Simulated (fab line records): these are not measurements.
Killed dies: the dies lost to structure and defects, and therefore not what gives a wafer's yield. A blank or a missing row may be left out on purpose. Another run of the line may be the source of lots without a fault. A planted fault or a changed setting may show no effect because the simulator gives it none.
8D (eight disciplines) problem report, filled in by code -- flow rit-cmos -- the parts of the form that need people (team, actions taken, sign-off) are left out

1. WHAT WENT WRONG
Mean SPACER_NITRIDE_THK at RIT_SPACER_THK_MEAS_04: 238.7 nm over 6 wafers in 2 lots; fault-free wafers: 251.5 nm, standard deviation 2.1. That is -6.1 standard deviations from the usual mean.
First observed at day 5 21:43: wafer L806.1, on film-metro-03. The record holds 42 wafers of 14 lots with a number at this step. The rule behind "out" and "out of limits": a value lying over 4 standard deviations away from the usual mean. All remaining wafers that have a number are taken as sound.

2. WHAT IT IS, AND WHAT IT ISN'T
question,is,is not
which readings at this step,SPACER_NITRIDE_THK,-
which lots,"L806, L808","L793, L794, L795, L796, L797, L798, L799, L800, L801, L809, L812, L814"
which wafers of those lots,all that have a number,-
read on which gauges,"film-metro-02, film-metro-03",-
when,from day 5 21:43,"up to then (27 sound wafers); but 9 sound wafers of L809, L812, L814 came after"

3. WHAT RULES OUT EACH SUSPECT
Counting: a tool at any process step up to the reading remains a suspect when it ran all the lots that are out and ran no sound lot after the first of those.
- the gauge at RIT_SPACER_THK_MEAS_04 is ruled out. 2 gauges (film-metro-02, film-metro-03) read the wafers that are out.
- lpcvd-01 at RIT_SPACER_CVD_03 (deposits Si3N4 from SiH2Cl2/NH3, target thk 250 nm, time 3300 s): kept. It ran every lot that is out, first L806 (day 5 19:48), and no sound lot after that; its last sound lot up to then is L800 (day 4 13:34). Its own sih2cl2-flow-sccm readings are out on those wafers.
After counting, what remains is lpcvd-01 at RIT_SPACER_CVD_03.

4. THE CAUSE (what the simulator had put in)
lpcvd-01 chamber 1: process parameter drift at RIT_SPACER_CVD_03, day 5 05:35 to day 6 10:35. The setting sih2cl2-flow-sccm was moved by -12, starting from 60. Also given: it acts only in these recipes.
Counting left only this tool.

5. SEQUENCE OF EFFECTS, ordered by route
Rows list readings where the struck wafers' mean (over those with a number) sits beyond 3 standard deviations from the usual. Only readings for which the record gives a usual standard deviation are gone through. hours: the time from each lot's start at the first step in this table that gives one to its start at this step, as a median over the lots. sigmas: the change in usual standard deviations.
hours,step,reading,usual,on struck wafers,change,sigmas
0,RIT_SPACER_CVD_03,sih2cl2-flow-sccm,59.98 sccm,47.91,-12.07,-86
2,RIT_SPACER_THK_MEAS_04,SPACER_NITRIDE_THK,251.5 nm,238.7,-12.8,-6.1
Its process steps:
- RIT_SPACER_CVD_03: deposits Si3N4 from SiH2Cl2/NH3, target thk 250 nm, time 3300 s.

6. WHAT WOULD HAVE CAUGHT IT SOONER
16 hours passed between the start of the fault at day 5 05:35 and the first reading out of limits at a measuring or inspecting step in this record, taken at day 5 21:43.
At RIT_SPACER_CVD_03, the tool's own readings (sih2cl2-flow-sccm) were out on each struck wafer the step has a row for, so an alarm limit on them would have fired on the first such wafer.
L808, from the lots that are out (2), started RIT_SPACER_CVD_03 on lpcvd-01 later than day 5 21:43. Holding the tool at that time would have saved it.
